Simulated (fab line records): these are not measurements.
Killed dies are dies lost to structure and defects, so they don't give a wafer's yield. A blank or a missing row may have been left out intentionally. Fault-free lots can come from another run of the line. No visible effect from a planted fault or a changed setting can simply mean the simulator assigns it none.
Shared-tool check | flow berkeleyCmos170 | Sampled: 10 lots, 30 wafers

## REASON FOR OPENING
At UCB170_CONTACT_THK_MEAS_02 the reading CONTACT_PSG_THK is flagged on 2 of 10 lots. Wafers without a fault read 703 nm, standard deviation 5.7.
Rule: a lot is flagged in two cases, either no wafer of it has a number, or all its wafers with numbers fall more than 4 standard deviations from that mean. All remaining lots are regarded as sound.

lot  | measured     | on           | CONTACT_PSG_THK (nm), wafer by wafer | flag
L355 | day 8 10:25  | filmMetro-04 | 704 703 700                          | 
L356 | day 8 10:26  | filmMetro-02 | 702 699 705                          | 
L357 | day 9 02:01  | filmMetro-04 | 710 711 708                          | 
L359 | day 9 02:02  | filmMetro-03 | 702 704 708                          | 
L358 | day 9 02:41  | filmMetro-04 | 695 698 701                          | 
L360 | day 9 02:41  | filmMetro-02 | 697 698 703                          | 
L367 | day 10 10:30 | filmMetro-03 | 632 637 633                          | FLAGGED
L368 | day 10 10:31 | filmMetro-02 | 623 620 617                          | FLAGGED
L374 | day 12 07:05 | filmMetro-03 | 707 712 708                          | 
L375 | day 12 08:53 | filmMetro-03 | 710 701 702                          | 
The numbers of the flagged lots are 627 nm on average: -76 nm against the usual, or -13 standard deviations.

## WHICH TOOL EACH LOT WENT THROUGH
The record holds 1 process step before the reading, out of a route of 331 steps. Each cell gives the tool, then ch followed by the chambers the sampled wafers passed through, then the start.
lot  | flag    | UCB170_CONTACT_CVD_01
L355 |         | lpcvd-02 ch 0, day 8 08:37
L356 |         | lpcvd-02 ch 1, day 8 08:37
L357 |         | lpcvd-01 ch 0, day 9 00:13
L359 |         | lpcvd-01 ch 0, day 9 00:13
L358 |         | lpcvd-02 ch 1, day 9 00:54
L360 |         | lpcvd-02 ch 1, day 9 00:54
L367 | FLAGGED | lpcvd-01 ch 0, day 10 08:43
L368 | FLAGGED | lpcvd-01 ch 1, day 10 08:43
L374 |         | lpcvd-02 ch 0, day 12 05:18
L375 |         | lpcvd-02 ch 0, day 12 07:05
What is done by these steps:
- UCB170_CONTACT_CVD_01: deposits PSG from SiH4/O2/PH3, target thk 700 nm, time 2820 s.
- UCB170_CONTACT_THK_MEAS_02

## FLAGGED OVER TOTAL, TOOL BY TOOL (the gauges that took the reading come last)
step                       | tool         | lots run | flagged | share of the flagged lots | sound lots run after its first flagged lot
UCB170_CONTACT_CVD_01      | lpcvd-01     | 4        | 2       | all                       | 0
UCB170_CONTACT_CVD_01      | lpcvd-02     | 6        | 0       | none                      | -
UCB170_CONTACT_THK_MEAS_02 | filmMetro-02 | 3        | 1       | some                      | 0
UCB170_CONTACT_THK_MEAS_02 | filmMetro-03 | 4        | 1       | some                      | 2 (L374,L375)
UCB170_CONTACT_THK_MEAS_02 | filmMetro-04 | 3        | 0       | none                      | -

## WHAT IS ALLOWED BY THE TABLE
All flagged lots share 1 row of the table, namely lpcvd-01 at UCB170_CONTACT_CVD_01.
- lpcvd-01 at UCB170_CONTACT_CVD_01: 2 of its 4 lots flagged. It ran its last sound lot, L357, at day 9 00:13 and its first flagged lot, L367, at day 10 08:43: a fault with its onset between the two fits. Its own readings (o2FlowSccm) fall more than 4 standard deviations out on all wafers of the flagged lots.
Just one tool remains: lpcvd-01 at UCB170_CONTACT_CVD_01.

## WHAT WAS PUT IN BY THE SIMULATOR
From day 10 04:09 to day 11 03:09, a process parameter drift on lpcvd-01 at UCB170_CONTACT_CVD_01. Setting o2FlowSccm, moved by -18, from 90.
Shown lots that were struck: L367, L368. Same finding as the rule above.
